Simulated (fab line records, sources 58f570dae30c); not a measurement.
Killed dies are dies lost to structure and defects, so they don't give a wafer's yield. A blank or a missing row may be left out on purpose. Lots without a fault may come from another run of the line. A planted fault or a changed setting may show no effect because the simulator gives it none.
A struck lot beside a sound one | flow berkeley_cmos170 | 43 steps out of a route of 331
Sound: wafers L421.2, L421.5, L421.6. Struck: wafers L434.3, L434.5, L434.6. The cause comes at the end.
At each step with rows: each side's tool, then ch and its chambers, then its first start. Under that, the readings that differ: sound wafers | struck wafers | difference of the means | sigmas: that difference in standard deviations of wafers without a fault.
alike: readings whose means differ by less than 2 such deviations, and words and numbers that are the same on both sides. not compared: withheld readings, readings that some wafer has no value for, bounds like >300 that may hide the same value, and numbers for which the record gives no deviation and whose values overlap.
The two part at a step that has a row with sigmas, a row that says differs or no value, or rows on one side only. Numbers that don't overlap but have no deviation are shown without sigmas and don't part them. A reading that every wafer of one side lacks parts them only if that side has two wafers or more.

first, 1 step without rows for these wafers: UCB170_SDANNEAL_RTA_01 (time 5 s).
UCB170_SDANNEAL_RS_MEAS_02: measures by four-point-probe.
  sound on film_metro-04, day 8 18:16; struck on film_metro-03, day 11 14:22
  alike: PSD_RS
UCB170_SDANNEAL_RS_MEAS_03: measures by four-point-probe.
  sound on film_metro-04, day 8 18:23; struck on film_metro-03, day 11 14:29
  alike: NSD_RS
UCB170_SDANNEAL_RS_MEAS_04: measures by four-point-probe.
  sound on film_metro-04, day 8 18:31; struck on film_metro-03, day 11 14:36
  alike: PLDD_RS
UCB170_SDANNEAL_RS_MEAS_05: measures by four-point-probe.
  sound on film_metro-04, day 8 18:38; struck on film_metro-03, day 11 14:43
  reading          | sound             | struck            | difference | sigmas
  NLDD_RS (ohm/sq) | 618.9 619.0 617.9 | 615.6 615.3 613.9 | -3.7       | -2
then, 1 step without rows for these wafers: UCB170_SILICIDE_PRE_CLEAN_00 (preclean etch time 60 s).
UCB170_SILICIDE_SPUTTER_01: material Ti, target thk 30 nm, time 25 s.
  sound on pvd_sputter-01, day 8 18:47; struck on pvd_sputter-03, day 11 14:52
  alike: chamber_pressure_pa, throttle_valve_pct
UCB170_SILICIDE_RS_MEAS_02: measures by four-point-probe.
  sound on film_metro-01, day 8 18:50; struck on film_metro-02, day 11 14:56
  alike: SILICIDE_TI_RS
UCB170_SILICIDE_THK_MEAS_03: measures by xrf.
  sound on film_metro-01, day 8 18:57; struck on film_metro-02, day 11 15:02
  alike: SILICIDE_TI_THK
then, 3 steps without rows for these wafers: UCB170_SILICIDE_RTA_04 (time 15 s); UCB170_SILICIDE_WET_ETCH_05 (etches Ti in SPM, time 45 s); UCB170_CONTACT_CLEAN_00 (cleans in SPM, time 600 s).
UCB170_CONTACT_CVD_01: deposits PSG from SiH4/O2/PH3, target thk 700 nm, time 2820 s.
  sound on lpcvd-01 ch 0, day 8 20:37; struck on lpcvd-02 ch 1, day 11 16:18
  reading                                 | sound             | struck            | difference | sigmas
  sih4_flow_sccm (sccm)                   | 60.01 60.06 60.55 | 30.04 29.95 30.28 | -30.12     | -99 or more
  model.PSG_of_CONTACT_CVD_01.thk_nm (nm) | 690 693 695.3     | 588.2 587.5 585.2 | -105.8     |
  alike: zone_power_centre_pct
UCB170_CONTACT_THK_MEAS_02:
  sound on film_metro-02, day 8 22:24; struck on film_metro-04, day 11 18:24
  reading              | sound       | struck      | difference | sigmas
  CONTACT_PSG_THK (nm) | 690 693 696 | 588 588 585 | -106       | -16
  not compared: hold
then, 2 steps without rows for these wafers: UCB170_CONTACT_COAT_04 (resist thk 900 nm); UCB170_CONTACT_SOFTBAKE_05 (time 60 s).
UCB170_CONTACT_STRIP_06: strips in O2.
  sound on plasma_asher-02 ch 0,1, day 8 22:54; struck on plasma_asher-02 ch 0,1, day 11 22:16
  alike: drypump_motor_current_A, oes_product_au, strip_time_to_endpoint_s
  not compared: rf_hours_counter_h
then, 8 steps without rows for these wafers: UCB170_CONTACT_CLEAN_07 (cleans in SPM, time 600 s); UCB170_CONTACT_RTA_08 (time 10 s); UCB170_CONTACT_COAT_09; UCB170_CONTACT_COAT_10 (resist thk 900 nm); UCB170_CONTACT_SOFTBAKE_11 (time 60 s); UCB170_CONTACT_EXPOSE_12 (exposes mask CONT, target cd 700 nm); UCB170_CONTACT_PEB_13; UCB170_CONTACT_DEVELOP_14 (develop time 45 s).
UCB170_CONTACT_CD_MEAS_15: target cd 700 nm.
  sound on cd_sem-02, day 9 00:57; struck on cd_sem-01, day 11 23:43
  alike: cd_nm
UCB170_CONTACT_OVL_MEAS_16:
  sound on overlay-01, day 9 01:04; struck on overlay-02, day 11 23:49
  alike: CONTACT_OVL
UCB170_CONTACT_ETCH_17: etches BARC in N2/H2.
  sound on rie_diel-03 ch 0,1,2, day 9 01:05; struck on rie_diel-04 ch 0,3, day 11 23:50
  alike: drypump_motor_current_A, oes_product_au, throttle_valve_pct
UCB170_CONTACT_ETCH_18: etches PSG in CHF3/CF4/Ar, stops on TiSi2, target depth 840 nm, time 195 s.
  sound on rie_diel-03 ch 0,1,2; struck on rie_diel-04 ch 0,3
  reading                             | sound             | struck            | difference | sigmas
  oes_product_au (a.u.)               | 0.890 0.889 0.890 | 0.821 0.801 0.817 | -0.077     | -5
  model.etch.depth_nm (nm)            | 690 693 695.3     | 588.2 587.5 585.2 | -105.8     |
  model.CONTACT.feature_depth_nm (nm) | 690 693 695.3     | 588.2 587.5 585.2 | -105.8     |
  alike: drypump_motor_current_A, throttle_valve_pct
  not compared: rf_hours_counter_h
UCB170_CONTACT_STRIP_19: strips in O2.
  sound on plasma_asher-02 ch 0,1, day 9 01:15; struck on plasma_asher-04 ch 0,1, day 12 00:02
  alike: drypump_motor_current_A, oes_product_au
  not compared: rf_hours_counter_h
UCB170_CONTACT_CD_MEAS_90: target cd 700 nm.
  sound on cd_sem-02, day 9 01:55; struck on cd_sem-01, day 12 00:16
  alike: cd_nm
then, 1 step without rows for these wafers: UCB170_CONTACT_CLEAN_20 (cleans in SPM, time 600 s).
UCB170_M1_SPUTTER_00: material Al, target thk 600 nm, time 80 s.
  sound on pvd_sputter-01, day 9 02:11; struck on pvd_sputter-01, day 12 01:05
  alike: chamber_pressure_pa, throttle_valve_pct
UCB170_M1_RS_MEAS_01: measures by four-point-probe.
  sound on film_metro-03, day 9 02:16; struck on film_metro-04, day 12 01:11
  alike: M1_AL_RS
UCB170_M1_THK_MEAS_02: measures by xrf.
  sound on film_metro-03, day 9 02:23; struck on film_metro-04, day 12 01:17
  alike: M1_AL_THK
then, 6 steps without rows for these wafers: UCB170_M1_COAT_03; UCB170_M1_COAT_04 (resist thk 900 nm); UCB170_M1_SOFTBAKE_05 (time 60 s); UCB170_M1_EXPOSE_06 (exposes mask METAL1, target cd 700 nm); UCB170_M1_PEB_07; UCB170_M1_DEVELOP_08 (develop time 45 s).
UCB170_M1_METAL_ETCH_12: etches Al in Cl2/BCl3, stops on PSG, target depth 780 nm, time 130 s.
  sound on rie_metal-01 ch 1, day 9 03:50; struck on rie_metal-01 ch 0,1, day 12 02:41
  reading                                 | sound             | struck            | difference | sigmas
  model.PSG_of_CONTACT_CVD_01.thk_nm (nm) | 651.5 654.5 656.9 | 549.7 549.6 546.7 | -105.6     |
  alike: drypump_motor_current_A, oes_product_au, throttle_valve_pct
  not compared: rf_hours_counter_h
UCB170_M3_PROBE_99:
  the record has rows for the struck wafers here (prober-01, day 12 17:11) and none for the sound ones

WHERE THEY PART
First at UCB170_SDANNEAL_RS_MEAS_05; last, within this record, at UCB170_M3_PROBE_99.

WHY: what the simulator had put in
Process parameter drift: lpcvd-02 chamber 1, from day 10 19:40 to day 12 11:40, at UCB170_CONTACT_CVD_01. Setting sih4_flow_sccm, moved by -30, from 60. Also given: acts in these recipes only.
